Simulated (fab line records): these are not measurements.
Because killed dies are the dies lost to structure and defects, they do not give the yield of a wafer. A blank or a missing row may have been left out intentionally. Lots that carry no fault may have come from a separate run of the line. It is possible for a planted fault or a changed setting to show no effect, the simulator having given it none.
A lot that was struck, set against a sound lot -- flow berkeleyCmos170 -- 15 out of 331 route steps
Sound: wafers L278.1, L278.3, L278.6. Struck: wafer L270.4 (L270.3, L270.6, from the same lot, were not struck and are left out); the cause is given at the end.
Order at every step that has rows: each side's tool, ch and its chambers, its first start. Under that, the readings that differ: sound wafers -- struck wafers -- difference of the means -- sigmas: that difference in standard deviations of wafers without a fault.
alike: words and numbers the same on both sides, and readings whose means are apart by under 2 such deviations; not compared: readings that were withheld, readings missing a value for some wafer, numbers with overlapping values and no deviation given by the record, and bounds like >300 which may hide the same value.
A row with sigmas, a row that says differs or no value, or rows on one side alone: a step with any of these is where the two part. Numbers that have no deviation but don't overlap get no sigmas and don't part them. A reading missing from all wafers of one side parts the sides only when that side holds two or more wafers.

first, 1 step without rows for these wafers: UCB170_M3_SOFTBAKE_06 (time 60 s).
UCB170_M3_STRIP_07: strips in O2.
  sound on plasmaAsher-02 ch 0,1, day 12 03:07; struck on plasmaAsher-04 ch 1, day 11 05:43
  alike: drypumpMotorCurrentA, oesProductAu, stripTimeToEndpointS
  not compared: rfHoursCounterH
then, 7 steps without rows for these wafers: UCB170_M3_STRIP_08 (strips KrF in DMSO, time 600 s); UCB170_M3_COAT_09; UCB170_M3_COAT_10 (resist thk 900 nm); UCB170_M3_SOFTBAKE_11 (time 60 s); UCB170_M3_EXPOSE_12 (exposes mask METAL3, target cd 700 nm); UCB170_M3_PEB_13; UCB170_M3_DEVELOP_14 (develop time 45 s).
UCB170_M3_CD_MEAS_15: target cd 700 nm.
  struck on cdSem-02, day 11 06:52; sound on cdSem-02, day 12 04:20
  alike: cdNm
UCB170_M3_OVL_MEAS_16:
  struck on overlay-01, day 11 06:57; sound on overlay-01, day 12 04:28
  alike: M3_OVL
UCB170_M3_ETCH_17: etches BARC in N2/H2.
  sound on rieDiel-01 ch 0,1,3, day 12 04:29; struck on rieDiel-02 ch 3, day 11 06:59
reading,sound,struck,difference,sigmas
chamberPressureMTorr (mTorr),30.065 30.050 30.085,30.003,-0.064,-2
  alike: drypumpMotorCurrentA, oesProductAu, throttleValvePct
UCB170_M3_METAL_ETCH_18: etches Al in Cl2/BCl3, stops on SiO2, target depth 1170 nm, time 195 s.
  sound on rieMetal-01 ch 0,1, day 12 04:32; struck on rieMetal-02 ch 1, day 11 07:05
reading,sound,struck,difference,sigmas
chamberPressureMTorr (mTorr),11.992 11.981 12.005,9.587,-2.406,-99 or more
model.KrF_of_M3_COAT_10.thkNm (nm),214.4 200.5 204.1,234.9,+28.6,
  alike: drypumpMotorCurrentA, oesProductAu, throttleValvePct
  not compared: rfHoursCounterH
UCB170_M3_STRIP_19: strips in O2.
  sound on plasmaAsher-04 ch 0, day 12 04:43; struck on plasmaAsher-03 ch 0, day 11 07:14
reading,sound,struck,difference,sigmas
drypumpMotorCurrentA (A),5.2 5.2 5.2,6.7,+1.5,+2
oesProductAu (a.u.),0.549 0.530 0.534,0.569,+0.031,+3
  not compared: rfHoursCounterH
after that, 1 step had no rows for these wafers: UCB170_M3_PROBE_99.

## WHERE THEY PART
Last at UCB170_M3_STRIP_19 as far as this record goes, first at UCB170_M3_ETCH_17.

WHY: whatever the simulator had introduced
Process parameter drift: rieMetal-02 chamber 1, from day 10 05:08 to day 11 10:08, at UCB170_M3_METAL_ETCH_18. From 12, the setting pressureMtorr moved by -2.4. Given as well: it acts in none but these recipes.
